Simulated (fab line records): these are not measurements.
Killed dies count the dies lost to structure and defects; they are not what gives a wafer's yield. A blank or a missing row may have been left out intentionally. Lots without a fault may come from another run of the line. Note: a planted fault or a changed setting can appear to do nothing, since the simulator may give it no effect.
fab line records -- flow ritCmos -- part 2 of 2: steps 29 to 40 of 40
record: lots: 5, wafers: 15, lastDay: 7
route steps=202 shown NRETRO@62 PRETRO@64 GATE@75 FOX2@80 REOX@98
lots with no fault: from the same line, run without faults
startH: the number of hours between the record's first day and the start of the first shown wafer of the lot -- waitH: hours from the lot's prior step to this one -- " unchanged from the row above -- L1.1+2: a row that stands for several wafers -- - no value, or no start given -- * or withheld: withheld -- < > ~ a bound
route shown NAME@n: a module of which the file shows steps, and the number in the route of the first -- usual: mean/standard deviation of fault-free wafers -- same: alike in all rows -- chamber/n: place in a boat -- sites: the reading at each site -- _std_site: the standard deviation of these -- _edge_site: inner sites' mean taken away from outer sites' mean -- radiusMm: for every site, how far away it sits from the centre of the wafer -- mask NAME#n: copy n -- behind: the last tool/chamber to shape the wafer -- hold: cause of the lot's hold/its duration in hours/its outcome -- device: the transistor (n, p or np) that didn't switch -- end of line: the same wafers' tests at the end of the route -- where a step has no rows: the recipe by itself -- killed: at the first sort, the dies lost to defects and structure; wafer yield is something else -- map: dies across one wafer; x = killed, . = not, _ = none there
set.NAME: the run value of the setting; set.NAME@STEP: its run value at that earlier step -- model.NAME: the simulator's own value behind a step, which no gauge read
a table for each step, a row for each wafer; lots at some steps of the route
services: the hour from which a tool's chamber was out of use, counted from the record's first day as startH (under 0 if before that day), plus the number of hours and why
== steps ==
step: RIT_GATE_PEB_14
recipe: resist: NOVOLAK, tempC: withheld, timeS: withheld
usual: exhaustPa: 44.9/0.82
lot.wafer,tool,chamber,startH,waitH,exhaustPa
L077.1,lithoTrack-01,0,53.14,0.2,45.7
L077.2,lithoTrack-01,0,53.14,0.2,44.3
L077.3,lithoTrack-01,0,53.14,0.2,45.5
L081.3,lithoTrack-03,0,71.91,0.1,46.0
L081.5,lithoTrack-03,0,71.91,0.1,45.0
L081.6,lithoTrack-03,0,71.91,0.1,45.0
L087.4,lithoTrack-04,0,102.72,0.1,45.8
L087.5,lithoTrack-04,0,102.72,0.1,45.3
L087.6,lithoTrack-04,0,102.72,0.1,44.7
L092.1,lithoTrack-03,0,127.47,0.1,44.6
L092.3,lithoTrack-03,0,127.47,0.1,45.9
L092.6,lithoTrack-03,0,127.47,0.1,43.6
L097.1,lithoTrack-04,0,151.27,0.1,45.9
L097.2,lithoTrack-04,0,151.27,0.1,45.5
L097.5,lithoTrack-04,0,151.27,0.1,44.5
step: RIT_GATE_DEVELOP_15
recipe: resist: NOVOLAK, developTimeS: 50, devTempC: 21.85
usual: exhaustPa: 45.1/0.86
lot.wafer,tool,chamber,startH,waitH,exhaustPa
L077.1,lithoTrack-01,0,-,-,45.0
L077.2,lithoTrack-01,0,-,-,46.3
L077.3,lithoTrack-01,0,-,-,43.4
L081.3,lithoTrack-03,0,-,-,45.2
L081.5,lithoTrack-03,0,-,-,45.6
L081.6,lithoTrack-03,0,-,-,44.9
L087.4,lithoTrack-04,0,-,-,46.7
L087.5,lithoTrack-04,0,-,-,45.4
L087.6,lithoTrack-04,0,-,-,46.1
L092.1,lithoTrack-03,0,-,-,44.2
L092.3,lithoTrack-03,0,-,-,44.4
L092.6,lithoTrack-03,0,-,-,44.1
L097.1,lithoTrack-04,0,-,-,44.2
L097.2,lithoTrack-04,0,-,-,43.1
L097.5,lithoTrack-04,0,-,-,44.1
step: RIT_GATE_CD_MEAS_16
recipe: targetCdNm: 150
usual: cdNm: 149.9/2.5
lot.wafer,tool,chamber,startH,waitH,cdNm
L077.1,cdSem-01,-,53.42,-,149.8
L077.2,cdSem-01,-,53.42,-,145.7
L077.3,cdSem-01,-,53.42,-,148.1
L081.3,cdSem-02,-,72.18,-,153.5
L081.5,cdSem-02,-,72.18,-,151.3
L081.6,cdSem-02,-,72.18,-,154.8
L087.4,cdSem-01,-,102.98,-,149.4
L087.5,cdSem-01,-,102.98,-,151.2
L087.6,cdSem-01,-,102.98,-,150.3
L092.1,cdSem-02,-,127.76,-,149.9
L092.3,cdSem-02,-,127.76,-,150.9
L092.6,cdSem-02,-,127.76,-,147.4
L097.1,cdSem-02,-,151.55,-,155.2
L097.2,cdSem-02,-,151.55,-,151.4
L097.5,cdSem-02,-,151.55,-,152.7
step: RIT_GATE_OVL_MEAS_17
usual: GATE_OVL: 1.0/1.4
lot.wafer,tool,chamber,startH,waitH,GATE_OVL[nm]
L077.1,overlay-01,-,53.54,0.1,1.4
L077.2,overlay-01,-,53.54,0.1,0.5
L077.3,overlay-01,-,53.54,0.1,-0.8
L081.3,overlay-02,-,72.28,0.1,2.1
L081.5,overlay-02,-,72.28,0.1,2.2
L081.6,overlay-02,-,72.28,0.1,0.8
L087.4,overlay-02,-,103.06,0.1,2.6
L087.5,overlay-02,-,103.06,0.1,0.9
L087.6,overlay-02,-,103.06,0.1,-0.3
L092.1,overlay-02,-,127.88,0.1,-1.7
L092.3,overlay-02,-,127.88,0.1,-0.5
L092.6,overlay-02,-,127.88,0.1,-0.4
L097.1,overlay-02,-,151.67,0.1,4.3
L097.2,overlay-02,-,151.67,0.1,4.0
L097.5,overlay-02,-,151.67,0.1,4.2
step: RIT_GATE_HARDBAKE_18
recipe: resist: NOVOLAK, tempC: 140, timeS: 60
usual: exhaustPa: 44.9/0.92
lot.wafer,tool,chamber,startH,waitH,exhaustPa
L077.1,lithoTrack-03,0,53.58,0.0,44.7
L077.2,lithoTrack-03,0,53.58,0.0,44.9
L077.3,lithoTrack-03,0,53.58,0.0,45.3
L081.3,lithoTrack-01,0,72.35,0.1,46.1
L081.5,lithoTrack-01,0,72.35,0.1,44.6
L081.6,lithoTrack-01,0,72.35,0.1,46.0
L087.4,lithoTrack-03,0,103.15,0.1,44.3
L087.5,lithoTrack-03,0,103.15,0.1,44.5
L087.6,lithoTrack-03,0,103.15,0.1,44.2
L092.1,lithoTrack-01,0,127.91,0.0,43.8
L092.3,lithoTrack-01,0,127.91,0.0,46.0
L092.6,lithoTrack-01,0,127.91,0.0,45.0
L097.1,lithoTrack-04,0,151.71,0.0,45.0
L097.2,lithoTrack-04,0,151.71,0.0,45.2
L097.5,lithoTrack-04,0,151.71,0.0,44.2
step: RIT_GATE_ETCH_19
recipe: chemistry: SF6/CHF3/O2, timeS: 165, SF6_flow_sccm: 30, CHF3_flow_sccm: 30, O2_flow_sccm: 5, target: poly-Si, pressureMtorr: 40, rfW: 160, targetDepthA: 3125, overEtchFrac: 0.25, stopOn: SiO2
usual: drypumpMotorCurrentA: 5.9/0.54, oesProductAu: 0.834/0.012, throttleValvePct: 10.26/0.12
lot.wafer,tool,chamber,startH,waitH,drypumpMotorCurrentA,oesProductAu,rfHoursCounterH,throttleValvePct
L077.1,rieSi-02,1,53.73,0.1,5.2,0.858,148,10.13
L077.2,rieSi-02,3,53.73,0.1,6.3,0.841,136,10.33
L077.3,rieSi-02,0,53.73,0.1,6.2,0.828,9,10.17
L081.3,rieSi-02,1,72.45,0.1,5.2,0.842,148,10.12
L081.5,rieSi-02,3,72.45,0.1,6.3,0.837,-,10.33
L081.6,rieSi-02,0,72.45,0.1,6.2,0.823,-,10.17
L087.4,rieSi-02,2,103.23,0.1,5.2,0.838,92,10.28
L087.5,rieSi-02,3,103.23,0.1,6.3,0.838,-,10.34
L087.6,rieSi-02,2,103.23,0.1,5.2,0.836,-,10.26
L092.1,rieSi-01,0,128.06,0.1,5.5,0.828,48,10.44
L092.3,rieSi-01,1,128.06,0.1,6.5,0.845,0,10.09
L092.6,rieSi-01,1,128.06,0.1,6.5,0.849,-,10.08
L097.1,rieSi-02,2,151.86,0.1,5.2,0.814,93,10.26
L097.2,rieSi-02,3,151.86,0.1,6.3,0.837,137,10.34
L097.5,rieSi-02,3,151.86,0.1,6.3,0.831,-,10.32
step: RIT_GATE_STRIP_20
recipe: chemistry: O2, timeS: 180, resist: NOVOLAK, platenTempC: withheld, powerW: 500, pressureMtorr: 4000, o2FlowSccm: 4000
usual: drypumpMotorCurrentA: 5.6/0.49, rfReflPowerW: 7.7/1
lot.wafer,tool,chamber,startH,waitH,drypumpMotorCurrentA,rfHoursCounterH,rfReflPowerW
L077.1,plasmaAsher-01,0,53.84,0.1,5.0,45,9.3
L077.2,plasmaAsher-01,1,53.84,0.1,5.5,45,7.3
L077.3,plasmaAsher-01,1,53.84,0.1,5.5,-,7.5
L081.3,plasmaAsher-03,1,72.62,0.1,5.7,-,8.0
L081.5,plasmaAsher-03,0,72.62,0.1,6.4,-,7.8
L081.6,plasmaAsher-03,1,72.62,0.1,5.7,-,8.2
L087.4,plasmaAsher-01,1,103.40,0.1,5.5,-,7.4
L087.5,plasmaAsher-01,1,103.40,0.1,5.5,-,7.5
L087.6,plasmaAsher-01,0,103.40,0.1,5.0,-,9.8
L092.1,plasmaAsher-01,0,128.17,0.1,5.0,1,9.7
L092.3,plasmaAsher-01,1,128.17,0.1,5.5,-,7.3
L092.6,plasmaAsher-01,0,128.17,0.1,5.0,-,9.8
L097.1,plasmaAsher-03,1,151.97,0.1,5.7,48,7.3
L097.2,plasmaAsher-03,0,151.97,0.1,6.4,48,7.5
L097.5,plasmaAsher-03,1,151.97,0.1,5.7,-,7.6
step: RIT_GATE_CD_MEAS_90
recipe: targetCdNm: 150
usual: cdNm: 149.9/2.5
lot.wafer,tool,chamber,startH,waitH,cdNm
L077.1,cdSem-02,-,54.01,0.1,149.9
L077.2,cdSem-02,-,54.01,0.1,146.1
L077.3,cdSem-02,-,54.01,0.1,148.2
L081.3,cdSem-02,-,72.77,0.1,153.1
L081.5,cdSem-02,-,72.77,0.1,151.4
L081.6,cdSem-02,-,72.77,0.1,154.6
L087.4,cdSem-02,-,103.57,0.1,149.1
L087.5,cdSem-02,-,103.57,0.1,151.8
L087.6,cdSem-02,-,103.57,0.1,150.9
L092.1,cdSem-02,-,128.35,0.1,149.9
L092.3,cdSem-02,-,128.35,0.1,150.9
L092.6,cdSem-02,-,128.35,0.1,147.4
L097.1,cdSem-01,-,152.14,0.1,154.6
L097.2,cdSem-01,-,152.14,0.1,151.8
L097.5,cdSem-01,-,152.14,0.1,153.0
step: RIT_REOX_CLEAN_00
recipe: chemistry: SC1, mix: 3:3:50, timeS: 600, tempC: 75
lot.wafer,tool,chamber,startH,waitH
L077.1+2+3,wetBench-01,0,54.13,0.1
L081.3+5+6,wetBench-03,0,72.85,0.1
L087.4+5+6,wetBench-01,1,103.63,0.0
L092.1+3+6,wetBench-04,0,128.47,0.1
L097.1+2+5,wetBench-04,3,152.26,0.1
step: RIT_REOX_CLEAN_01
recipe: chemistry: dHF, dilution: 50:1, timeS: 30
lot.wafer,tool,chamber,startH,waitH
L077.1+2+3,wetBench-01,3,54.33,0.0
L081.3+5+6,wetBench-04,3,73.03,0.0
L087.4+5+6,wetBench-04,2,103.81,0.0
L092.1+3+6,wetBench-03,3,128.64,0.0
L097.1+2+5,wetBench-01,1,152.44,0.0
step: RIT_REOX_CLEAN_02
recipe: chemistry: SC2, mix: 3:3:50, timeS: 600, tempC: 75, dry: n2Spin
lot.wafer,tool,chamber,startH,waitH
L077.1+2+3,wetBench-01,2,54.34,0.0
L081.3+5+6,wetBench-01,1,73.05,0.0
L087.4+5+6,wetBench-03,2,103.83,0.0
L092.1+3+6,wetBench-01,0,128.66,0.0
L097.1+2+5,wetBench-03,1,152.45,0.0
step: RIT_REOX_OXIDATION_03
recipe: tempC: 900, ambient: O2, targetThkA: 252, oxTimeS: 5580
usual: spikeTcSourceC: 923.7/2.4
lot.wafer,tool,chamber,startH,waitH,spikeTcSourceC
L077.1,furnace-01,0,54.53,0.0,923.5
L077.2,furnace-01,0,54.53,0.0,923.9
L077.3,furnace-01,0,54.53,0.0,923.6
L081.3,furnace-02,0,73.34,0.1,919.9
L081.5,furnace-02,0,73.34,0.1,921.6
L081.6,furnace-02,0,73.34,0.1,920.7
L087.4,furnace-02,0,104.00,0.0,920.9
L087.5,furnace-02,0,104.00,0.0,920.1
L087.6,furnace-02,0,104.00,0.0,921.4
L092.1,furnace-01,0,128.84,0.0,924.1
L092.3,furnace-01,0,128.84,0.0,923.9
L092.6,furnace-01,0,128.84,0.0,924.1
L097.1,furnace-01,0,152.63,0.0,925.2
L097.2,furnace-01,0,152.63,0.0,921.5
L097.5,furnace-01,0,152.63,0.0,923.7
== services ==
tool,chamber,startH,hours,kind
implanter-01,-,27.57,4.9,pm
plasmaAsher-04,-,29.74,2.5,repair
implanter-03,-,34.26,3.4,repair
ilineStepper-02,0,34.41,-,calibration
furnace-02,-,36.90,3.3,pm
wetBench-03,-,48.20,10.9,repair
lpcvd-02,-,58.29,1.1,repair
implanter-02,-,60.80,3.9,pm
furnace-04,-,62.15,3.7,pm
wetBench-03,-,68.62,2.3,repair
ilineStepper-02,-,70.30,1.7,pm
ilineStepper-01,0,77.58,-,calibration
implanter-01,-,77.97,2.8,repair
plasmaAsher-01,-,108.75,9.0,pm
plasmaAsher-01,0,108.75,9.0,ventCycle
ilineStepper-02,-,109.03,2.4,repair
furnace-02,-,111.06,5.1,pm
lpcvd-02,-,114.24,4.3,pm
furnace-02,-,117.83,4.0,pm
plasmaAsher-03,-,127.60,15.7,repair
implanter-02,-,128.49,0.6,repair
furnace-04,-,133.37,3.8,pm
implanter-02,-,143.28,3.6,repair
ilineStepper-01,-,148.07,1.7,pm
